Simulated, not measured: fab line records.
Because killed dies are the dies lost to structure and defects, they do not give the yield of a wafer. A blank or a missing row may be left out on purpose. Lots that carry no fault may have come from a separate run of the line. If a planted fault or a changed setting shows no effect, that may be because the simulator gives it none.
A lot that was struck, set against a sound lot + flow rit-cmos + 18 out of 202 route steps
Sound: the wafers L359.2, L359.4, L359.5. Wafers struck: L354.1, L354.3, L354.4. The cause comes at the end.
Each step with rows lists, per side, the tool, then ch with its chambers, then its first start. Under that, the readings that differ: sound wafers + struck wafers + difference of the means + sigmas: that difference in standard deviations of wafers without a fault.
alike: readings with means less than 2 such deviations apart, plus words and numbers identical on both sides. not compared: withheld readings, readings lacking a value on some wafer, bounds such as >300 that could conceal the same value, and numbers that have no deviation in the record and whose values overlap.
A row with sigmas, a row that says differs or no value, or rows on one side alone: a step with any of these is where the two part. Numbers that have no deviation but don't overlap get no sigmas and don't part them. A reading that every wafer of one side lacks parts them only if that side has two wafers or more.

first, 1 step without rows for these wafers: RIT_GATE_HARDBAKE_18 (time 60 s).
RIT_GATE_ETCH_19: etches poly-Si in SF6/CHF3/O2, stops on SiO2, time 165 s, target depth 312.5 nm.
  sound on rie-si-02 ch 0,2, day 6 12:34; struck on rie-si-01 ch 0,1,2, day 5 11:54
| reading                | sound             | struck            | difference | sigmas |
|------------------------|-------------------|-------------------|------------|--------|
| throttle-valve-pct (%) | 10.38 10.35 10.34 | 10.23 10.26 10.23 | -0.12      | -2     |
  alike: SF6_flow_sccm, chamber-pressure-mTorr, drypump-motor-current-A, oes-product-au
  not compared: rf-hours-counter-h
RIT_GATE_STRIP_20: strips in O2, time 180 s.
  sound on plasma-asher-01 ch 0,1, day 6 12:41; struck on plasma-asher-03 ch 0,1, day 5 12:01
  alike: chamber-pressure-mTorr, drypump-motor-current-A
  not compared: rf-hours-counter-h
RIT_GATE_CD_MEAS_90 targets a cd of 150 nm.
  sound: cd-sem-02 at day 6 12:52; struck: cd-sem-02 at day 5 12:11
  alike: cd-nm
then, 4 steps without rows for these wafers: RIT_REOX_CLEAN_00 (cleans in SC1, time 600 s); RIT_REOX_CLEAN_01 (cleans in dHF, time 30 s); RIT_REOX_CLEAN_02 (cleans in SC2, time 600 s); RIT_REOX_OXIDATION_03 (target thk 25.2 nm, ox time 5580 s).
RIT_REOX_THK_MEAS_04:
  sound: film-metro-01 at day 6 15:54; struck: film-metro-03 at day 5 15:55
  alike: REOX_OXIDE_THK
then, 3 steps without rows for these wafers: RIT_NLDD_HMDS_00 (prime time 60 s); RIT_NLDD_COAT_01 (resist thk 1000 nm); RIT_NLDD_SOFTBAKE_02 (time 60 s).
RIT_NLDD_EXPOSE_03: exposes mask M7, target cd 40700 nm.
  sound on iline-stepper-01 ch 0, day 6 16:34; struck on iline-stepper-02 ch 0, day 5 16:34
| reading                      | sound                | struck                        | difference | sigmas |
|------------------------------|----------------------|-------------------------------|------------|--------|
| model.NLDD.overlay-x-nm (nm) | 0.4413 0.4413 0.4413 | 1.342e+04 1.342e+04 1.342e+04 | +1.342e+04 |        |
  alike: mask, reticle-temp-C
then, 2 steps without rows for these wafers: RIT_NLDD_PEB_04; RIT_NLDD_DEVELOP_05 (develop time 50 s).
RIT_NLDD_OVL_MEAS_06:
  sound: overlay-01 at day 6 16:57; struck: overlay-01 at day 5 16:58
| reading       | sound       | struck | difference                    | sigmas |
|---------------|-------------|--------|-------------------------------|--------|
| NLDD_OVL (nm) | 1.0 0.4 1.8 | - - -  | no value on the struck wafers |        |
then, 1 step without rows for these wafers: RIT_NLDD_HARDBAKE_07 (time 60 s).
RIT_M1_PROBE_99:
  sound: prober-02 at day 7 08:37; struck: prober-01 at day 6 08:22
| reading                                   | sound                | struck               | difference | sigmas |
|-------------------------------------------|----------------------|----------------------|------------|--------|
| killed-at-front-end                       | 4 6 4                | 264 264 264          | +259       | +86    |
| killed-dies                               | 4 6 4                | 264 264 264          | +259       | +86    |
| killed-on-rim                             | 0 2 0                | 70 70 70             | +69        | +50    |
| model.etest.nldd.width-nm (nm)            | 3153 3151 3167       | 2195 2179 2185       | -971       |        |
| model.etest.nldd.line-ohm-um              | 118.2 120.8 119.5    | 176.7 178.1 176.1    | +57.5      |        |
| model.etest.pmos_0p15.junction-log10-a-um | -13.92 -13.84 -13.8  | -10.42 -10.58 -9.625 | +3.64      |        |
| model.etest.pmos-narrow.off-log10-a-um    | -12.94 -13 -12.92    | -9.999 -9.281 -8.387 | +3.731     |        |
| model.etest.nmos_0p15.off-log10-a-um      | -9.949 -10.17 -10.08 | -13.54 -13.52 -13.45 | -3.44      |        |
| model.etest.pmos_0p3.off-log10-a-um       | -12.88 -12.96 -12.93 | -10.35 -12.47 -9.781 | +2.06      |        |
| model.etest.pmos_0p15.bv-v (V)            | 5.698 5.721 5.714    | 4.881 5.652 3.902    | -0.899     |        |
| model.etest.pmos_0p3.bv-v (V)             | 5.696 5.72 5.713     | 5.014 5.652 4.075    | -0.796     |        |
  alike: killed-at-contacts, killed-open, killed-short

WHERE THEY PART
First at RIT_GATE_ETCH_19; last, within this record, at RIT_M1_PROBE_99.

WHY: what had been put in by the simulator
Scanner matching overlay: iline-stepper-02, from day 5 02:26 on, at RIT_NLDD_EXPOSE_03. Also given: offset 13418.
